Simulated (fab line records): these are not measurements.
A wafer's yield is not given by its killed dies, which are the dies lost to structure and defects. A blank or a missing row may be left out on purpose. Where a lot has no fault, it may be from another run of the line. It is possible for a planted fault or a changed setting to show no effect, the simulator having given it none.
fab line records	flow rit_cmos
record: lots: 14	wafers: 42	last_day: 6
route steps=202 shown GATE@93 PLDD@123 SPACER@128 PSD@148 M1@202
lots that met no fault: from a run of the same line without faults
start_h: hours from the record's opening day to when the first of the lot's shown wafers began	wait_h: hours elapsed since this lot's preceding step	" the same as in the row above	L1.1+2: one row covering several wafers at once	- no value, or no start given	* or withheld: withheld	< > ~ a bound
route shown NAME@n: names a module that has steps shown in the file, with the first one's number in the route	usual: mean/standard deviation of fault-free wafers	same: alike in all rows	chamber/n: place in a boat	sites: the reading at each site	_std_site: how widely they spread, as a standard deviation	_edge_site: outer sites' mean less inner sites'	radius_mm: how far each site lies from the wafer's centre	mask NAME#n: copy n	behind: the last tool/chamber to shape the wafer	hold: the reason the lot was held/the length of the hold in hours/how it ended	device: the n, p or np transistor that did not switch	end of line: tests of these same wafers at the route's end	a step given without rows: its recipe and nothing more	killed: dies that structure and defects cost at the first sort, which is not the same as the wafer's yield	map: dies across one wafer; x = killed, . = not, _ = none there
set.NAME: the setting as run; set.NAME@STEP: as run at that earlier step	model.NAME: the simulator's own value behind a step, which no gauge read
the route's steps for a sample of lots (tables are steps, rows are wafers)
services: the hour from which a tool's chamber was out of use, counted from the record's first day as start_h (under 0 if before that day), plus the number of hours and why
== steps ==
step: RIT_GATE_OVL_MEAS_17
usual: GATE_OVL: 0.0/1.3
lot.wafer	tool	chamber	start_h	wait_h	GATE_OVL[nm]
L646.1	overlay-02	-	36.35	0.1	4.0
L646.2	"	-	"	"	2.4
L646.5	"	-	"	"	2.0
L647.2	overlay-01	-	42.84	0.1	-1.3
L647.5	"	-	"	"	-2.5
L647.6	"	-	"	"	-2.1
L648.1	overlay-02	-	51.16	0.1	0.2
L648.4	"	-	"	"	-1.1
L648.5	"	-	"	"	0.8
L649.1	overlay-02	-	53.29	0.1	0.7
L649.5	"	-	"	"	-1.3
L649.6	"	-	"	"	-0.6
L650.2	overlay-01	-	57.28	0.1	0.6
L650.5	"	-	"	"	-0.9
L650.6	"	-	"	"	0.0
L651.1	overlay-02	-	61.51	0.1	0.0
L651.2	"	-	"	"	-0.6
L651.4	"	-	"	"	0.0
L652.3	overlay-01	-	67.63	0.1	-1.7
L652.4	"	-	"	"	-2.7
L652.6	"	-	"	"	-0.9
L653.1	overlay-01	-	76.18	0.1	0.4
L653.2	"	-	"	"	-0.1
L653.5	"	-	"	"	0.1
L654.2	overlay-01	-	78.38	0.1	-0.4
L654.5	"	-	"	"	0.9
L654.6	"	-	"	"	0.9
L655.1	overlay-02	-	81.72	0.1	0.5
L655.2	"	-	"	"	0.4
L655.4	"	-	"	"	2.0
L656.1	overlay-02	-	87.64	0.1	1.1
L656.4	"	-	"	"	0.0
L656.6	"	-	"	"	1.6
L660.2	overlay-02	-	109.14	0.1	-1.7
L660.3	"	-	"	"	1.2
L660.4	"	-	"	"	-1.9
L661.1	overlay-01	-	113.99	0.1	-2.2
L661.2	"	-	"	"	-0.5
L661.3	"	-	"	"	-0.1
L662.1	overlay-01	-	121.53	0.1	-0.4
L662.2	"	-	"	"	-1.0
L662.5	"	-	"	"	-0.4
step: RIT_PLDD_STRIP_09
recipe: chemistry: O2	time_s: 180	resist: NOVOLAK	platen_temp_c: withheld	power_w: 500	pressure_mtorr: 4000	o2_flow_sccm: 4000
usual: drypump_motor_current_A: 5.8/0.67
lot.wafer	tool	chamber	start_h	wait_h	drypump_motor_current_A	rf_hours_counter_h
L646.1	plasma_asher-01	0	42.91	0.1	6.7	41
L646.2	"	1	"	"	5.6	41
L646.5	"	0	"	"	6.8	-
L647.2	plasma_asher-03	1	49.01	0.1	4.9	39
L647.5	"	0	"	"	6.2	-
L647.6	"	1	"	"	4.9	-
L648.1	plasma_asher-03	1	57.57	0.1	4.9	39
L648.4	"	0	"	"	6.2	-
L648.5	"	0	"	"	6.2	-
L649.1	plasma_asher-02	0	59.75	0.1	6.2	25
L649.5	"	1	"	"	6.6	-
L649.6	"	0	"	"	6.2	-
L650.2	plasma_asher-03	0	63.94	0.1	6.2	40
L650.5	"	0	"	"	6.2	-
L650.6	"	1	"	"	4.9	-
L651.1	plasma_asher-02	0	69.15	0.1	6.1	26
L651.2	"	1	"	"	6.6	26
L651.4	"	1	"	"	6.6	-
L652.3	plasma_asher-03	1	74.09	0.1	4.9	-
L652.4	"	0	"	"	6.2	-
L652.6	"	1	"	"	4.9	-
L653.1	plasma_asher-02	1	83.30	0.1	6.6	28
L653.2	"	0	"	"	6.1	28
L653.5	"	0	"	"	6.1	-
L654.2	plasma_asher-03	0	85.06	0.1	6.2	43
L654.5	"	0	"	"	6.2	-
L654.6	"	1	"	"	4.9	-
L655.1	plasma_asher-03	0	88.55	0.1	6.2	43
L655.2	"	1	"	"	4.9	43
L655.4	"	1	"	"	4.9	-
L656.1	plasma_asher-03	0	93.83	0.1	6.2	44
L656.4	"	0	"	"	6.2	-
L656.6	"	1	"	"	4.9	-
L660.2	plasma_asher-03	0	116.00	0.1	6.2	46
L660.3	"	0	"	"	6.2	-
L660.4	"	1	"	"	4.9	-
L661.1	plasma_asher-03	0	120.66	0.1	6.2	47
L661.2	"	1	"	"	4.9	47
L661.3	"	0	"	"	6.2	-
L662.1	plasma_asher-03	0	128.80	0.1	6.2	48
L662.2	"	1	"	"	4.9	48
L662.5	"	1	"	"	4.9	-
step: RIT_SPACER_CVD_03
recipe: material: Si3N4	target_thk_nm: 250	temp_c: 810	precursor: SiH2Cl2/NH3	time_s: 3300	pressure_mtorr: 300	sih2cl2_flow_sccm: 60	nh3_flow_sccm: 150
usual: nh3_flow_sccm: 150.1/0.49	susceptor_temp_C: 810.0/0.39	zone_power_centre_pct: 36.3/2.9
lot.wafer	tool	chamber	start_h	wait_h	nh3_flow_sccm	susceptor_temp_C	zone_power_centre_pct
L646.1	lpcvd-02	1	43.71	0.0	150.5	808.9	40.5
L646.2	"	1	"	"	151.0	809.7	41.1
L646.5	"	1	"	"	150.5	810.4	40.4
L647.2	lpcvd-01	1	50.13	0.5	150.0	809.8	33.9
L647.5	"	1	"	"	149.9	810.5	33.8
L647.6	"	1	"	"	149.8	810.2	33.4
L648.1	lpcvd-01	1	58.19	0.0	150.9	810.4	33.8
L648.4	"	1	"	"	150.4	810.7	33.9
L648.5	"	1	"	"	150.0	810.4	34.1
L649.1	lpcvd-01	0	60.56	0.0	149.8	810.1	34.3
L649.5	"	0	"	"	150.1	809.5	33.6
L649.6	"	0	"	"	150.2	809.9	33.8
L650.2	lpcvd-01	0	64.54	0.0	150.0	810.7	33.4
L650.5	"	0	"	"	149.2	810.0	33.8
L650.6	"	0	"	"	150.3	810.1	34.0
L651.1	lpcvd-02	0	69.75	0.0	149.2	810.1	36.0
L651.2	"	0	"	"	149.6	810.7	36.6
L651.4	"	0	"	"	149.7	810.0	35.9
L652.3	lpcvd-01	1	75.10	0.0	150.5	809.4	33.6
L652.4	"	1	"	"	150.2	809.8	34.2
L652.6	"	1	"	"	150.8	809.7	34.0
L653.1	lpcvd-01	0	84.12	0.0	149.7	810.4	34.0
L653.2	"	0	"	"	150.2	810.4	33.7
L653.5	"	0	"	"	149.4	809.9	33.2
L654.2	lpcvd-01	0	86.03	0.3	149.9	809.6	33.7
L654.5	"	0	"	"	149.7	809.5	33.4
L654.6	"	0	"	"	149.3	809.6	33.9
L655.1	lpcvd-01	1	89.37	0.0	149.9	810.0	34.0
L655.2	"	1	"	"	149.6	809.8	34.2
L655.4	"	1	"	"	150.3	810.0	33.7
L656.1	lpcvd-02	1	94.62	0.0	149.2	810.4	40.6
L656.4	"	1	"	"	149.8	810.0	40.3
L656.6	"	1	"	"	149.8	809.6	40.4
L660.2	lpcvd-02	1	116.77	0.0	150.2	809.9	40.7
L660.3	"	1	"	"	149.7	810.4	40.7
L660.4	"	1	"	"	149.8	810.1	40.6
L661.1	lpcvd-01	1	121.26	0.0	149.8	810.4	33.6
L661.2	"	1	"	"	150.6	810.2	34.5
L661.3	"	1	"	"	150.5	809.8	34.0
L662.1	lpcvd-02	0	129.60	0.0	150.8	810.3	35.7
L662.2	"	0	"	"	149.3	810.7	36.2
L662.5	"	0	"	"	150.5	810.8	35.5
step: RIT_SPACER_THK_MEAS_04
recipe: reads: Si3N4_of_SPACER_CVD_03
usual: SPACER_NITRIDE_THK: 250.3/2.4
lot.wafer	tool	chamber	start_h	wait_h	SPACER_NITRIDE_THK[nm]
L646.1	film_metro-01	-	45.62	0.0	248.7
L646.2	"	-	"	"	248.8
L646.5	"	-	"	"	248.3
L647.2	film_metro-03	-	52.06	0.0	250.2
L647.5	"	-	"	"	252.6
L647.6	"	-	"	"	251.5
L648.1	film_metro-01	-	60.10	0.0	249.3
L648.4	"	-	"	"	247.9
L648.5	"	-	"	"	250.3
L649.1	film_metro-01	-	62.47	0.0	255.6
L649.5	"	-	"	"	256.5
L649.6	"	-	"	"	254.7
L650.2	film_metro-03	-	66.46	0.0	252.5
L650.5	"	-	"	"	250.2
L650.6	"	-	"	"	252.9
L651.1	film_metro-04	-	71.66	0.0	246.8
L651.2	"	-	"	"	249.1
L651.4	"	-	"	"	248.4
L652.3	film_metro-04	-	78.00	0.0	250.9
L652.4	"	-	"	"	249.3
L652.6	"	-	"	"	251.8
L653.1	film_metro-03	-	86.03	0.0	246.1
L653.2	"	-	"	"	247.6
L653.5	"	-	"	"	247.1
L654.2	film_metro-03	-	87.96	0.0	250.5
L654.5	"	-	"	"	249.6
L654.6	"	-	"	"	250.4
L655.1	film_metro-04	-	91.29	0.0	253.5
L655.2	"	-	"	"	253.2
L655.4	"	-	"	"	253.4
L656.1	film_metro-04	-	96.54	0.0	249.4
L656.4	"	-	"	"	249.0
L656.6	"	-	"	"	249.8
L660.2	film_metro-01	-	118.70	0.0	215.7
L660.3	"	-	"	"	215.0
L660.4	"	-	"	"	216.6
L661.1	film_metro-04	-	123.18	0.0	254.6
L661.2	"	-	"	"	254.8
L661.3	"	-	"	"	252.2
L662.1	film_metro-01	-	131.52	0.0	213.9
L662.2	"	-	"	"	214.7
L662.5	"	-	"	"	215.0
step: RIT_SPACER_ETCHBACK_05
recipe: target_depth_a: 2500	SF6_flow_sccm: 30	CHF3_flow_sccm: 30	target: Si3N4	chemistry: SF6/CHF3	pressure_mtorr: 40	rf_w: 250	time_s: 240	stop_on: SiO2
usual: CHF3_flow_sccm: 30.01/0.091	drypump_motor_current_A: 5.8/0.68	oes_product_au: 0.840/0.015	throttle_valve_pct: 10.23/0.13
lot.wafer	tool	chamber	start_h	wait_h	CHF3_flow_sccm	drypump_motor_current_A	oes_product_au	rf_hours_counter_h	throttle_valve_pct
L646.1	rie_diel-01	1	45.68	0.1	30.14	6.6	0.822	17	10.26
L646.2	"	2	"	"	29.98	5.2	0.819	18	10.33
L646.5	"	2	"	"	29.86	5.2	0.814	-	10.34
L647.2	rie_diel-01	1	52.11	0.0	30.07	6.6	0.827	17	10.27
L647.5	"	0	"	"	29.87	5.2	0.861	-	10.08
L647.6	"	1	"	"	30.08	6.7	0.835	-	10.26
L648.1	rie_diel-04	1	60.16	0.1	29.91	4.7	0.839	72	10.31
L648.4	"	2	"	"	30.07	5.4	0.830	105	10.45
L648.5	"	1	"	"	29.95	4.7	0.844	-	10.29
L649.1	rie_diel-01	1	62.53	0.1	29.97	6.7	0.846	17	10.26
L649.5	"	3	"	"	30.09	6.5	0.883	-	10.15
L649.6	"	2	"	"	30.01	5.2	0.831	-	10.35
L650.2	rie_diel-02	3	66.51	0.0	29.93	6.2	0.844	22	10.27
L650.5	"	2	"	"	30.02	5.6	0.851	-	10.33
L650.6	"	3	"	"	30.09	6.2	0.840	-	10.26
L651.1	rie_diel-04	0	71.72	0.1	29.86	6.2	0.822	135	10.19
L651.2	"	3	"	"	30.06	6.4	0.826	3	9.96
L651.4	"	1	"	"	30.02	4.7	0.834	72	10.31
L652.3	rie_diel-04	1	78.04	0.0	30.26	4.7	0.840	72	10.29
L652.4	"	3	"	"	29.91	6.4	0.825	3	9.95
L652.6	"	1	"	"	30.08	4.7	0.840	-	10.30
L653.1	rie_diel-04	0	86.09	0.1	29.92	6.3	0.817	136	10.18
L653.2	"	3	"	"	30.20	6.3	0.825	3	9.94
L653.5	"	0	"	"	29.78	6.3	0.822	-	10.20
L654.2	rie_diel-02	1	88.01	0.0	30.00	4.9	0.850	14	10.34
L654.5	"	3	"	"	30.11	6.2	0.831	-	10.26
L654.6	"	0	"	"	29.92	6.5	0.838	-	10.09
L655.1	rie_diel-01	3	91.35	0.1	29.90	6.4	0.887	23	10.15
L655.2	"	0	"	"	29.99	5.2	0.866	158	10.07
L655.4	"	1	"	"	29.86	6.6	0.834	18	10.25
L656.1	rie_diel-01	3	96.60	0.1	30.00	6.4	0.863	23	10.15
L656.4	"	1	"	"	29.89	6.7	0.838	18	10.24
L656.6	"	0	"	"	29.88	5.2	0.848	-	10.08
L660.2	rie_diel-01	3	118.75	0.0	30.01	6.5	0.781	24	10.11
L660.3	"	1	"	"	30.11	6.7	0.746	19	10.22
L660.4	"	1	"	"	30.15	6.7	0.752	-	10.23
L661.1	rie_diel-02	2	123.24	0.1	29.96	5.7	0.858	6	10.34
L661.2	"	1	"	"	30.14	4.9	0.858	15	10.36
L661.3	"	0	"	"	29.94	6.5	0.836	36	10.09
L662.1	rie_diel-04	1	131.58	0.1	30.01	4.7	0.746	73	10.28
L662.2	"	2	"	"	29.95	5.4	0.761	106	10.41
L662.5	"	1	"	"	30.06	4.7	0.748	-	10.29
step: RIT_PSD_OVL_MEAS_06
usual: PSD_OVL: -0.4/1.4
lot.wafer	tool	chamber	start_h	wait_h	PSD_OVL[nm]
L646.1	overlay-02	-	48.23	-	-2.4
L646.2	"	-	"	"	1.5
L646.5	"	-	"	"	-0.2
L647.2	overlay-02	-	54.66	-	1.2
L647.5	"	-	"	"	-0.3
L647.6	"	-	"	"	-0.2
L648.1	overlay-01	-	62.78	-	-2.1
L648.4	"	-	"	"	-2.3
L648.5	"	-	"	"	-2.2
L649.1	overlay-02	-	65.08	-	-1.2
L649.5	"	-	"	"	-0.4
L649.6	"	-	"	"	0.3
L650.2	overlay-02	-	69.29	-	-0.4
L650.5	"	-	"	"	0.0
L650.6	"	-	"	"	0.1
L651.1	overlay-02	-	74.27	-	-0.7
L651.2	"	-	"	"	1.3
L651.4	"	-	"	"	-1.8
L652.3	overlay-02	-	80.54	-	0.6
L652.4	"	-	"	"	2.4
L652.6	"	-	"	"	0.7
L653.1	overlay-01	-	88.81	-	-2.1
L653.2	"	-	"	"	-1.2
L653.5	"	-	"	"	-2.7
L654.2	overlay-01	-	90.44	-	-1.8
L654.5	"	-	"	"	0.1
L654.6	"	-	"	"	-2.5
L655.1	overlay-02	-	94.48	-	-1.6
L655.2	"	-	"	"	-1.1
L655.4	"	-	"	"	-0.5
L656.1	overlay-01	-	99.21	-	1.5
L656.4	"	-	"	"	2.0
L656.6	"	-	"	"	2.9
L660.2	overlay-02	-	121.48	-	-0.6
L660.3	"	-	"	"	-1.7
L660.4	"	-	"	"	-1.4
L661.1	overlay-01	-	125.98	-	-1.8
L661.2	"	-	"	"	-0.9
L661.3	"	-	"	"	-0.2
L662.1	overlay-02	-	134.29	-	0.8
L662.2	"	-	"	"	1.3
L662.5	"	-	"	"	-0.4
step: RIT_M1_PROBE_99
usual: killed_at_M0_to_M3: 0.1/0.34	killed_at_front_end: 7/3.1	killed_dies: 7/3.1	killed_open: 3.5/1.9	killed_short: 3.4/2.1
same: gross_dies: 264	killed_at_M4_up: 0	killed_at_back_side: 0	killed_at_contacts: 0	killed_at_other: 0
lot.wafer	tool	chamber	start_h	wait_h	killed_at_M0_to_M3	killed_at_front_end	killed_dies	killed_open	killed_short
L646.1	prober-01	-	58.45	0.1	0	6	6	4	2
L646.2	prober-01	-	58.50	0.1	0	7	7	2	5
L646.5	prober-01	-	58.65	0.2	0	7	7	4	3
L647.2	prober-01	-	63.79	0.1	2	10	12	4	6
L647.5	prober-01	-	63.94	0.2	0	7	7	3	4
L647.6	prober-01	-	63.99	0.2	3	2	5	1	1
L648.1	prober-02	-	72.77	0.1	0	14	14	5	9
L648.4	prober-02	-	72.92	0.2	0	12	12	7	5
L648.5	prober-02	-	72.97	0.2	0	2	2	0	1
L649.1	prober-01	-	74.27	0.1	0	6	6	2	4
L649.5	prober-01	-	74.47	0.2	0	5	5	4	1
L649.6	prober-01	-	74.52	0.2	0	8	8	2	6
L650.2	prober-02	-	78.01	0.1	0	4	4	2	2
L650.5	prober-02	-	78.16	0.2	0	7	7	6	1
L650.6	prober-02	-	78.21	0.2	0	7	7	5	2
L651.1	prober-01	-	83.67	0.1	0	3	3	1	2
L651.2	prober-01	-	83.72	0.1	0	5	5	2	3
L651.4	prober-01	-	83.82	0.2	0	5	5	3	2
L652.3	prober-02	-	89.20	0.2	0	15	15	7	8
L652.4	prober-02	-	89.25	0.2	0	9	9	6	3
L652.6	prober-02	-	89.35	0.2	0	8	8	4	4
L653.1	prober-01	-	98.85	0.1	0	6	6	4	2
L653.2	prober-01	-	98.90	0.1	0	12	12	3	9
L653.5	prober-01	-	99.05	0.2	0	5	5	4	1
L654.2	prober-02	-	100.40	0.1	0	16	16	8	8
L654.5	prober-02	-	100.55	0.2	0	10	10	5	5
L654.6	prober-02	-	100.60	0.2	0	12	12	4	8
L655.1	prober-01	-	106.17	0.1	0	12	12	9	3
L655.2	prober-01	-	106.22	0.1	0	9	9	3	6
L655.4	prober-01	-	106.32	0.2	0	5	5	2	3
L656.1	prober-02	-	107.92	0.1	0	3	3	1	2
L656.4	prober-02	-	108.07	0.2	0	7	7	3	4
L656.6	prober-02	-	108.17	0.2	0	6	6	3	3
L660.2	prober-02	-	130.43	0.1	0	7	7	2	5
L660.3	prober-02	-	130.48	0.2	0	10	10	4	5
L660.4	prober-02	-	130.53	0.2	0	6	6	1	4
L661.1	prober-01	-	135.35	0.1	0	6	6	2	4
L661.2	prober-01	-	135.40	0.1	0	8	8	6	2
L661.3	prober-01	-	135.45	0.2	0	8	8	4	4
L662.1	prober-02	-	142.89	0.1	0	6	6	3	3
L662.2	prober-02	-	142.94	0.1	0	3	3	1	2
L662.5	prober-02	-	143.09	0.2	0	15	15	8	7
killed by level:class
L646.1 FOX1:geometric_particle:open=2 REOX:geometric_particle:short=2 FOX2:geometric_particle:open=1 REOX:geometric_particle:open=1
L646.2 SPACER:geometric_particle:short=3 GATE:geometric_particle:short=2 GATE:geometric_particle:open=1 SPACER:geometric_particle:open=1
L646.5 SPACER:geometric_particle:open=2 FOX1:geometric_particle:short=1 GATE:geometric_particle:open=1 GATE:geometric_particle:short=1 REOX:geometric_particle:open=1 SPACER:geometric_particle:short=1
L647.2 GATE:geometric_particle:short=3 FOX1:geometric_particle:open=2 SPACER:geometric_particle:open=2 SILICIDE:geometric_particle:short=2 M1:coat_microbubble_printed=2 REOX:geometric_particle:short=1
L647.5 SPACER:geometric_particle:open=2 FOX1:geometric_particle:short=1 FOX2:geometric_particle:open=1 FOX2:geometric_particle:short=1 GATE:geometric_particle:short=1 SILICIDE:geometric_particle:short=1
L647.6 M1:coat_microbubble_printed=3 GATE:geometric_particle:short=1 SILICIDE:geometric_particle:open=1
L648.1 SILICIDE:geometric_particle:short=3 GATE:geometric_particle:open=2 GATE:geometric_particle:short=2 REOX:geometric_particle:short=2 SILICIDE:geometric_particle:open=2 FOX1:geometric_particle:short=1 FOX2:geometric_particle:open=1 SPACER:geometric_particle:short=1
L648.4 GATE:geometric_particle:short=3 GATE:geometric_particle:open=3 FOX1:geometric_particle:short=1 FOX1:geometric_particle:open=1 FOX2:geometric_particle:open=1 REOX:geometric_particle:open=1 SPACER:geometric_particle:short=1 SILICIDE:geometric_particle:open=1
L648.5 SILICIDE:geometric_particle:short=1 PWELL:coat_microbubble_printed=1
L649.1 FOX1:geometric_particle:short=1 FOX2:geometric_particle:short=1 GATE:geometric_particle:short=1 REOX:geometric_particle:open=1 SPACER:geometric_particle:open=1 SPACER:geometric_particle:short=1
L649.5 SILICIDE:geometric_particle:open=2 FOX2:geometric_particle:short=1 GATE:geometric_particle:open=1 SPACER:geometric_particle:open=1
L649.6 GATE:geometric_particle:short=3 FOX2:geometric_particle:open=1 FOX2:geometric_particle:short=1 REOX:geometric_particle:short=1 SPACER:geometric_particle:open=1 SPACER:geometric_particle:short=1
L650.2 GATE:geometric_particle:open=2 GATE:geometric_particle:short=1 SPACER:geometric_particle:short=1
L650.5 FOX2:geometric_particle:open=2 FOX1:geometric_particle:open=1 GATE:geometric_particle:short=1 REOX:geometric_particle:open=1 SPACER:geometric_particle:open=1 SILICIDE:geometric_particle:open=1
L650.6 FOX2:geometric_particle:open=2 FOX1:geometric_particle:short=1 FOX1:geometric_particle:open=1 FOX2:geometric_particle:short=1 SILICIDE:geometric_particle:open=1 STARTING-WAFER:geometric_particle:open=1
L651.1 FOX1:geometric_particle:short=1 FOX2:geometric_particle:open=1 GATE:geometric_particle:short=1
L651.2 GATE:geometric_particle:short=2 REOX:geometric_particle:open=1 SPACER:geometric_particle:short=1 SILICIDE:geometric_particle:open=1
L651.4 GATE:geometric_particle:short=1 GATE:geometric_particle:open=1 REOX:geometric_particle:short=1 REOX:geometric_particle:open=1 SPACER:geometric_particle:open=1
L652.3 GATE:geometric_particle:short=5 FOX1:geometric_particle:open=4 FOX2:geometric_particle:open=2 FOX2:geometric_particle:short=1 REOX:geometric_particle:short=1 SPACER:geometric_particle:short=1 SILICIDE:geometric_particle:open=1
L652.4 FOX1:geometric_particle:open=3 FOX1:geometric_particle:short=1 FOX2:geometric_particle:open=1 FOX2:geometric_particle:short=1 REOX:geometric_particle:short=1 REOX:geometric_particle:open=1 SILICIDE:geometric_particle:open=1
L652.6 FOX1:geometric_particle:open=2 REOX:geometric_particle:short=2 FOX1:geometric_particle:short=1 FOX2:geometric_particle:short=1 FOX2:geometric_particle:open=1 GATE:geometric_particle:open=1
L653.1 FOX1:geometric_particle:open=2 FOX2:geometric_particle:short=2 FOX2:geometric_particle:open=1 SILICIDE:geometric_particle:open=1
L653.2 FOX1:geometric_particle:short=3 SPACER:geometric_particle:short=3 GATE:geometric_particle:short=2 FOX2:geometric_particle:open=1 FOX2:geometric_particle:short=1 GATE:geometric_particle:open=1 SILICIDE:geometric_particle:open=1
L653.5 FOX1:geometric_particle:open=2 GATE:geometric_particle:open=2 GATE:geometric_particle:short=1
L654.2 GATE:geometric_particle:short=6 GATE:geometric_particle:open=5 SILICIDE:geometric_particle:open=2 FOX2:geometric_particle:short=1 REOX:geometric_particle:open=1 REOX:geometric_particle:short=1
L654.5 GATE:geometric_particle:open=3 GATE:geometric_particle:short=3 REOX:geometric_particle:open=2 SPACER:geometric_particle:short=1 SILICIDE:geometric_particle:short=1
L654.6 FOX1:geometric_particle:short=2 SILICIDE:geometric_particle:short=2 GATE:geometric_particle:short=2 GATE:geometric_particle:open=2 REOX:geometric_particle:open=2 SPACER:geometric_particle:short=2
L655.1 GATE:geometric_particle:open=3 SPACER:geometric_particle:open=3 FOX1:geometric_particle:open=2 GATE:geometric_particle:short=2 FOX2:geometric_particle:open=1 SILICIDE:geometric_particle:short=1
L655.2 SILICIDE:geometric_particle:short=2 FOX1:geometric_particle:open=1 FOX2:geometric_particle:short=1 GATE:geometric_particle:short=1 GATE:geometric_particle:open=1 REOX:geometric_particle:short=1 SPACER:geometric_particle:open=1 SPACER:geometric_particle:short=1
L655.4 SPACER:geometric_particle:short=2 FOX1:geometric_particle:short=1 REOX:geometric_particle:open=1 SPACER:geometric_particle:open=1
L656.1 FOX1:geometric_particle:short=1 GATE:geometric_particle:open=1 SPACER:geometric_particle:short=1
L656.4 REOX:geometric_particle:short=2 FOX1:geometric_particle:short=1 FOX2:geometric_particle:open=1 GATE:geometric_particle:open=1 SPACER:geometric_particle:short=1 SILICIDE:geometric_particle:open=1
L656.6 GATE:geometric_particle:short=2 SPACER:geometric_particle:open=2 GATE:geometric_particle:open=1 SPACER:geometric_particle:short=1
L660.2 SPACER:geometric_particle:short=2 FOX1:geometric_particle:short=1 GATE:geometric_particle:short=1 SPACER:geometric_particle:open=1 SILICIDE:geometric_particle:short=1 SILICIDE:geometric_particle:open=1
L660.3 GATE:geometric_particle:open=2 SILICIDE:geometric_particle:short=2 FOX1:geometric_particle:short=1 FOX2:geometric_particle:open=1 GATE:geometric_particle:short=1 SPACER:geometric_particle:short=1 SILICIDE:geometric_particle:open=1 GATE:coat_microbubble_printed=1
L660.4 FOX1:geometric_particle:short=1 FOX2:geometric_particle:short=1 GATE:geometric_particle:short=1 GATE:geometric_particle:open=1 SPACER:geometric_particle:short=1 GATE:coat_microbubble_printed=1
L661.1 GATE:geometric_particle:short=4 GATE:geometric_particle:open=2
L661.2 GATE:geometric_particle:open=2 REOX:geometric_particle:open=2 FOX1:geometric_particle:open=1 GATE:geometric_particle:short=1 REOX:geometric_particle:short=1 SILICIDE:geometric_particle:open=1
L661.3 GATE:geometric_particle:short=2 SILICIDE:geometric_particle:open=2 SILICIDE:geometric_particle:short=2 FOX2:geometric_particle:open=1 GATE:geometric_particle:open=1
L662.1 GATE:geometric_particle:short=2 GATE:geometric_particle:open=1 REOX:geometric_particle:short=1 REOX:geometric_particle:open=1 SPACER:geometric_particle:open=1
L662.2 FOX1:geometric_particle:open=1 FOX2:geometric_particle:short=1 GATE:geometric_particle:short=1
L662.5 GATE:geometric_particle:open=5 GATE:geometric_particle:short=3 SILICIDE:geometric_particle:short=3 FOX2:geometric_particle:open=1 REOX:geometric_particle:short=1 REOX:geometric_particle:open=1 SILICIDE:geometric_particle:open=1
== services ==
tool	chamber	start_h	hours	kind
rie_diel-01	3	21.77	7.6	repair
plasma_asher-02	-	38.91	14.6	pm
rie_diel-01	-	39.73	0.3	repair
lpcvd-02	-	53.12	1.8	repair
plasma_asher-01	-	59.59	11.9	repair
rie_diel-02	-	72.63	2.8	pm
rie_diel-04	-	75.68	0.6	repair
rie_diel-04	1	97.35	7.6	repair
rie_diel-04	0	101.10	4.5	repair
rie_diel-01	0	106.33	-	clean
rie_diel-01	0	106.33	22.8	scheduled_down
rie_diel-01	0	106.33	22.8	vent_cycle
rie_diel-04	3	109.76	2.6	repair
rie_diel-04	0	121.56	1.8	repair
== key ==
first_sign: step: RIT_SPACER_THK_MEAS_04	reading: SPACER_NITRIDE_THK	direction: down	sigmas: 14	usual: 250.3	struck: 215.2
effect: step: RIT_SPACER_ETCHBACK_05	reading: oes_product_au	direction: down	sigmas: 5.7	usual: 0.840	struck: 0.756
met_at RIT_SPACER_CVD_03
struck_lots L660,L662
tester_left_out L660,L662
not_acting_at RIT_GATE_OVL_MEAS_17,RIT_PLDD_STRIP_09,RIT_PSD_OVL_MEAS_06
onset_between 94.62 116.77
fault: kind: process_parameter_drift	tool: lpcvd-02	chamber: -	onset_h: 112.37	steps: RIT_SPACER_CVD_03	channel: target_thk_nm	offset: -32.5	shape: step	end_h: 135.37	acts_in: these_recipes_only	stated: 250
tester_left_out: of these lots the tester's yield and bins aren't shown, on N5 and GAA mostly nor the transistor test; their killed dies are dies lost to structure and defects alone, not to doping, threshold or leakage, so they don't give the yield
